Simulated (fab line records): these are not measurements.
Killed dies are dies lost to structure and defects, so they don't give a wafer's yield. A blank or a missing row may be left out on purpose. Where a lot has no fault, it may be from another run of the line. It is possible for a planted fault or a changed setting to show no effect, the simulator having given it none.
fab line records || flow berkeley-cmos170
[record] {"lots": 14, "wafers": 42, "last-day": 12}
route steps=331 shown NSD@188
lots that met no fault: taken from a fault-free run of the same line
start-h: hours from the record's first day to the start of the lot's first wafer shown || wait-h: hours from the lot's prior step to this one || " as in the row above || L1.1+2: several wafers, shown together as one row || - no value, or no start given || * or withheld: withheld || < > ~ a bound
route shown NAME@n: NAME is a module with steps in the file, n the number in the route of the first one || usual: mean and standard deviation over wafers with no fault || same: alike in all rows || chamber/n: place in a boat || sites: per-site readings || _std_site: standard deviation of those values || _edge_site: inner sites' mean taken away from outer sites' mean || radius-mm: how far each site lies from the wafer's centre || mask NAME#n: copy n || behind: the last tool/chamber to shape the wafer || hold: the reason the lot was held/the length of the hold in hours/how it ended || device: names the non-switching transistor (n, p or np) || end of line: tests run on the same wafers once the route is complete || a step without rows: its recipe alone || killed: not the wafer's yield, but the dies lost to structure and defects at the first sort || map: a wafer's dies, marking killed ones x, the rest . and places with no die _
set.NAME: the setting as run; set.NAME@STEP: as run at that earlier step || model.NAME: the simulator's own value behind a step, which no gauge read
route steps across a sampled set of lots; one table per step, one row per wafer
[[steps]]
[step UCB170_NSD_COAT_01]
[recipe] {"resist": "KrF", "spin-rpm": 1500, "resist-thk-nm": 900}
{"lot.wafer": "L289.2+4+5", "tool": "litho-track-01", "chamber": 0, "start-h": 141.01, "wait-h": 0.1}
{"lot.wafer": "L291.1+2+5", "tool": "litho-track-03", "chamber": 0, "start-h": 154.66, "wait-h": 0.1}
{"lot.wafer": "L292.1+4+5", "tool": "litho-track-02", "chamber": 0, "start-h": 154.66, "wait-h": 0.1}
{"lot.wafer": "L290.2+4+6", "tool": "litho-track-01", "chamber": 0, "start-h": 154.91, "wait-h": 0.1}
{"lot.wafer": "L293.1+4+6", "tool": "litho-track-03", "chamber": 0, "start-h": 155.11, "wait-h": 0.1}
{"lot.wafer": "L294.2+4+5", "tool": "litho-track-02", "chamber": 0, "start-h": 171.42, "wait-h": 0.1}
{"lot.wafer": "L296.1+2+4", "tool": "litho-track-01", "chamber": 0, "start-h": 181.65, "wait-h": 0.1}
{"lot.wafer": "L299.1+3+6", "tool": "litho-track-03", "chamber": 0, "start-h": 181.67, "wait-h": 0.1}
{"lot.wafer": "L300.3+5+6", "tool": "litho-track-03", "chamber": 0, "start-h": 194.01, "wait-h": 0.1}
{"lot.wafer": "L301.4+5+6", "tool": "litho-track-01", "chamber": 0, "start-h": 197.32, "wait-h": 0.1}
{"lot.wafer": "L306.1+2+5", "tool": "litho-track-01", "chamber": 0, "start-h": 218.30, "wait-h": 0.1}
{"lot.wafer": "L305.2+4+5", "tool": "litho-track-02", "chamber": 0, "start-h": 218.71, "wait-h": 0.1}
{"lot.wafer": "L309.1+2+5", "tool": "litho-track-01", "chamber": 0, "start-h": 232.23, "wait-h": 0.1}
{"lot.wafer": "L311.1+3+6", "tool": "litho-track-02", "chamber": 0, "start-h": 246.62, "wait-h": 0.1}
[step UCB170_NSD_STRIP_09]
[recipe] {"chemistry": "O2", "power-w": 400, "pressure-mtorr": 3500, "platen-temp-c": "withheld", "o2-flow-sccm": 400, "overash-fraction": 0.5}
[usual] {"drypump-motor-current-A": "5.6/0.52", "oes-product-au": "0.534/0.0046", "strip-time-to-endpoint-s": "35.83/0.064"}
{"lot.wafer": "L289.2", "tool": "plasma-asher-01", "chamber": 1, "start-h": 142.38, "wait-h": 0.1, "drypump-motor-current-A": 6.2, "oes-product-au": 0.531, "rf-hours-counter-h": 43, "strip-time-to-endpoint-s": 35.89}
{"lot.wafer": "L289.4", "tool": "plasma-asher-01", "chamber": 1, "start-h": 142.38, "wait-h": 0.1, "drypump-motor-current-A": 6.2, "oes-product-au": 0.527, "rf-hours-counter-h": "-", "strip-time-to-endpoint-s": 35.87}
{"lot.wafer": "L289.5", "tool": "plasma-asher-01", "chamber": 1, "start-h": 142.38, "wait-h": 0.1, "drypump-motor-current-A": 6.2, "oes-product-au": 0.540, "rf-hours-counter-h": "-", "strip-time-to-endpoint-s": 35.82}
{"lot.wafer": "L291.1", "tool": "plasma-asher-02", "chamber": 0, "start-h": 155.99, "wait-h": 0.1, "drypump-motor-current-A": 5.3, "oes-product-au": 0.530, "rf-hours-counter-h": 39, "strip-time-to-endpoint-s": 35.85}
{"lot.wafer": "L291.2", "tool": "plasma-asher-02", "chamber": 1, "start-h": 155.99, "wait-h": 0.1, "drypump-motor-current-A": 6.4, "oes-product-au": 0.536, "rf-hours-counter-h": 39, "strip-time-to-endpoint-s": 35.80}
{"lot.wafer": "L291.5", "tool": "plasma-asher-02", "chamber": 0, "start-h": 155.99, "wait-h": 0.1, "drypump-motor-current-A": 5.2, "oes-product-au": 0.537, "rf-hours-counter-h": "-", "strip-time-to-endpoint-s": 35.80}
{"lot.wafer": "L292.1", "tool": "plasma-asher-03", "chamber": 1, "start-h": 156.11, "wait-h": 0.1, "drypump-motor-current-A": 5.3, "oes-product-au": 0.539, "rf-hours-counter-h": 42, "strip-time-to-endpoint-s": 35.80}
{"lot.wafer": "L292.4", "tool": "plasma-asher-03", "chamber": 1, "start-h": 156.11, "wait-h": 0.1, "drypump-motor-current-A": 5.3, "oes-product-au": 0.533, "rf-hours-counter-h": "-", "strip-time-to-endpoint-s": 35.80}
{"lot.wafer": "L292.5", "tool": "plasma-asher-03", "chamber": 0, "start-h": 156.11, "wait-h": 0.1, "drypump-motor-current-A": 5.2, "oes-product-au": 0.535, "rf-hours-counter-h": "-", "strip-time-to-endpoint-s": 35.74}
{"lot.wafer": "L290.2", "tool": "plasma-asher-02", "chamber": 1, "start-h": 156.39, "wait-h": 0.1, "drypump-motor-current-A": 6.4, "oes-product-au": 0.532, "rf-hours-counter-h": 39, "strip-time-to-endpoint-s": 35.90}
{"lot.wafer": "L290.4", "tool": "plasma-asher-02", "chamber": 1, "start-h": 156.39, "wait-h": 0.1, "drypump-motor-current-A": 6.4, "oes-product-au": 0.537, "rf-hours-counter-h": "-", "strip-time-to-endpoint-s": 35.93}
{"lot.wafer": "L290.6", "tool": "plasma-asher-02", "chamber": 1, "start-h": 156.39, "wait-h": 0.1, "drypump-motor-current-A": 6.4, "oes-product-au": 0.532, "rf-hours-counter-h": "-", "strip-time-to-endpoint-s": 35.90}
{"lot.wafer": "L293.1", "tool": "plasma-asher-03", "chamber": 1, "start-h": 156.44, "wait-h": 0.1, "drypump-motor-current-A": 5.4, "oes-product-au": 0.536, "rf-hours-counter-h": 42, "strip-time-to-endpoint-s": 35.75}
{"lot.wafer": "L293.4", "tool": "plasma-asher-03", "chamber": 0, "start-h": 156.44, "wait-h": 0.1, "drypump-motor-current-A": 5.2, "oes-product-au": 0.533, "rf-hours-counter-h": "-", "strip-time-to-endpoint-s": 35.85}
{"lot.wafer": "L293.6", "tool": "plasma-asher-03", "chamber": 0, "start-h": 156.44, "wait-h": 0.1, "drypump-motor-current-A": 5.2, "oes-product-au": 0.537, "rf-hours-counter-h": "-", "strip-time-to-endpoint-s": 35.86}
{"lot.wafer": "L294.2", "tool": "plasma-asher-01", "chamber": 1, "start-h": 172.99, "wait-h": 0.1, "drypump-motor-current-A": 6.2, "oes-product-au": 0.539, "rf-hours-counter-h": 46, "strip-time-to-endpoint-s": 35.80}
{"lot.wafer": "L294.4", "tool": "plasma-asher-01", "chamber": 1, "start-h": 172.99, "wait-h": 0.1, "drypump-motor-current-A": 6.2, "oes-product-au": 0.542, "rf-hours-counter-h": "-", "strip-time-to-endpoint-s": 35.76}
{"lot.wafer": "L294.5", "tool": "plasma-asher-01", "chamber": 0, "start-h": 172.99, "wait-h": 0.1, "drypump-motor-current-A": 5.1, "oes-product-au": 0.533, "rf-hours-counter-h": "-", "strip-time-to-endpoint-s": 35.73}
{"lot.wafer": "L296.1", "tool": "plasma-asher-02", "chamber": 1, "start-h": 183.39, "wait-h": 0.1, "drypump-motor-current-A": 6.4, "oes-product-au": 0.533, "rf-hours-counter-h": 42, "strip-time-to-endpoint-s": 35.87}
{"lot.wafer": "L296.2", "tool": "plasma-asher-02", "chamber": 0, "start-h": 183.39, "wait-h": 0.1, "drypump-motor-current-A": 5.3, "oes-product-au": 0.522, "rf-hours-counter-h": 42, "strip-time-to-endpoint-s": 35.80}
{"lot.wafer": "L296.4", "tool": "plasma-asher-02", "chamber": 0, "start-h": 183.39, "wait-h": 0.1, "drypump-motor-current-A": 5.3, "oes-product-au": 0.535, "rf-hours-counter-h": "-", "strip-time-to-endpoint-s": 35.84}
{"lot.wafer": "L299.1", "tool": "plasma-asher-01", "chamber": 0, "start-h": 183.55, "wait-h": 0.1, "drypump-motor-current-A": 5.1, "oes-product-au": 0.540, "rf-hours-counter-h": 48, "strip-time-to-endpoint-s": 36.98}
{"lot.wafer": "L299.3", "tool": "plasma-asher-01", "chamber": 0, "start-h": 183.55, "wait-h": 0.1, "drypump-motor-current-A": 5.1, "oes-product-au": 0.542, "rf-hours-counter-h": "-", "strip-time-to-endpoint-s": 36.92}
{"lot.wafer": "L299.6", "tool": "plasma-asher-01", "chamber": 0, "start-h": 183.55, "wait-h": 0.1, "drypump-motor-current-A": 5.1, "oes-product-au": 0.539, "rf-hours-counter-h": "-", "strip-time-to-endpoint-s": 36.91}
{"lot.wafer": "L300.3", "tool": "plasma-asher-02", "chamber": 0, "start-h": 195.13, "wait-h": 0.1, "drypump-motor-current-A": 5.3, "oes-product-au": 0.542, "rf-hours-counter-h": "-", "strip-time-to-endpoint-s": 37.02}
{"lot.wafer": "L300.5", "tool": "plasma-asher-02", "chamber": 0, "start-h": 195.13, "wait-h": 0.1, "drypump-motor-current-A": 5.3, "oes-product-au": 0.538, "rf-hours-counter-h": "-", "strip-time-to-endpoint-s": 36.97}
{"lot.wafer": "L300.6", "tool": "plasma-asher-02", "chamber": 1, "start-h": 195.13, "wait-h": 0.1, "drypump-motor-current-A": 6.4, "oes-product-au": 0.541, "rf-hours-counter-h": "-", "strip-time-to-endpoint-s": 36.96}
{"lot.wafer": "L301.4", "tool": "plasma-asher-01", "chamber": 0, "start-h": 198.28, "wait-h": 0.1, "drypump-motor-current-A": 5.1, "oes-product-au": 0.532, "rf-hours-counter-h": "-", "strip-time-to-endpoint-s": 35.83}
{"lot.wafer": "L301.5", "tool": "plasma-asher-01", "chamber": 0, "start-h": 198.28, "wait-h": 0.1, "drypump-motor-current-A": 5.1, "oes-product-au": 0.528, "rf-hours-counter-h": "-", "strip-time-to-endpoint-s": 35.80}
{"lot.wafer": "L301.6", "tool": "plasma-asher-01", "chamber": 1, "start-h": 198.28, "wait-h": 0.1, "drypump-motor-current-A": 6.2, "oes-product-au": 0.536, "rf-hours-counter-h": "-", "strip-time-to-endpoint-s": 35.85}
{"lot.wafer": "L306.1", "tool": "plasma-asher-02", "chamber": 0, "start-h": 219.58, "wait-h": 0.1, "drypump-motor-current-A": 5.3, "oes-product-au": 0.540, "rf-hours-counter-h": 46, "strip-time-to-endpoint-s": 35.84}
{"lot.wafer": "L306.2", "tool": "plasma-asher-02", "chamber": 1, "start-h": 219.58, "wait-h": 0.1, "drypump-motor-current-A": 6.4, "oes-product-au": 0.535, "rf-hours-counter-h": 46, "strip-time-to-endpoint-s": 35.78}
{"lot.wafer": "L306.5", "tool": "plasma-asher-02", "chamber": 0, "start-h": 219.58, "wait-h": 0.1, "drypump-motor-current-A": 5.3, "oes-product-au": 0.533, "rf-hours-counter-h": "-", "strip-time-to-endpoint-s": 35.87}
{"lot.wafer": "L305.2", "tool": "plasma-asher-03", "chamber": 0, "start-h": 219.81, "wait-h": 0.1, "drypump-motor-current-A": 5.2, "oes-product-au": 0.531, "rf-hours-counter-h": 49, "strip-time-to-endpoint-s": 35.93}
{"lot.wafer": "L305.4", "tool": "plasma-asher-03", "chamber": 1, "start-h": 219.81, "wait-h": 0.1, "drypump-motor-current-A": 5.3, "oes-product-au": 0.527, "rf-hours-counter-h": "-", "strip-time-to-endpoint-s": 35.91}
{"lot.wafer": "L305.5", "tool": "plasma-asher-03", "chamber": 1, "start-h": 219.81, "wait-h": 0.1, "drypump-motor-current-A": 5.4, "oes-product-au": 0.532, "rf-hours-counter-h": "-", "strip-time-to-endpoint-s": 35.91}
{"lot.wafer": "L309.1", "tool": "plasma-asher-03", "chamber": 1, "start-h": 233.51, "wait-h": 0.1, "drypump-motor-current-A": 5.3, "oes-product-au": 0.531, "rf-hours-counter-h": 51, "strip-time-to-endpoint-s": 35.94}
{"lot.wafer": "L309.2", "tool": "plasma-asher-03", "chamber": 0, "start-h": 233.51, "wait-h": 0.1, "drypump-motor-current-A": 5.2, "oes-product-au": 0.528, "rf-hours-counter-h": 51, "strip-time-to-endpoint-s": 35.91}
{"lot.wafer": "L309.5", "tool": "plasma-asher-03", "chamber": 1, "start-h": 233.51, "wait-h": 0.1, "drypump-motor-current-A": 5.3, "oes-product-au": 0.531, "rf-hours-counter-h": "-", "strip-time-to-endpoint-s": 35.92}
{"lot.wafer": "L311.1", "tool": "plasma-asher-02", "chamber": 0, "start-h": 247.75, "wait-h": 0.1, "drypump-motor-current-A": 5.3, "oes-product-au": 0.531, "rf-hours-counter-h": 49, "strip-time-to-endpoint-s": 35.84}
{"lot.wafer": "L311.3", "tool": "plasma-asher-02", "chamber": 0, "start-h": 247.75, "wait-h": 0.1, "drypump-motor-current-A": 5.3, "oes-product-au": 0.528, "rf-hours-counter-h": "-", "strip-time-to-endpoint-s": 35.86}
{"lot.wafer": "L311.6", "tool": "plasma-asher-02", "chamber": 1, "start-h": 247.75, "wait-h": 0.1, "drypump-motor-current-A": 6.4, "oes-product-au": 0.532, "rf-hours-counter-h": "-", "strip-time-to-endpoint-s": 35.85}
[[key]]
[first-sign] {"step": "UCB170_NSD_STRIP_09", "reading": "strip-time-to-endpoint-s", "direction": "up", "sigmas": 18, "usual": "*", "struck": "*"}
effect none on later readings
met-at UCB170_NSD_COAT_01
struck-lots L299,L300
tester-left-out L299,L300
onset-between 155.11 181.67
[fault] {"kind": "process-parameter-drift", "tool": "litho-track-03", "chamber": "-", "onset-h": 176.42, "steps": "UCB170_NSD_COAT_01", "channel": "resist-thk-nm", "offset": "*", "shape": "step", "end-h": 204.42, "acts-in": "*", "stated": "*"}
// tester-left-out: of these lots the tester's yield and bins aren't shown, on N5 and GAA mostly nor the transistor test; their killed dies are dies lost to structure and defects alone, not to doping, threshold or leakage, so they don't give the yield
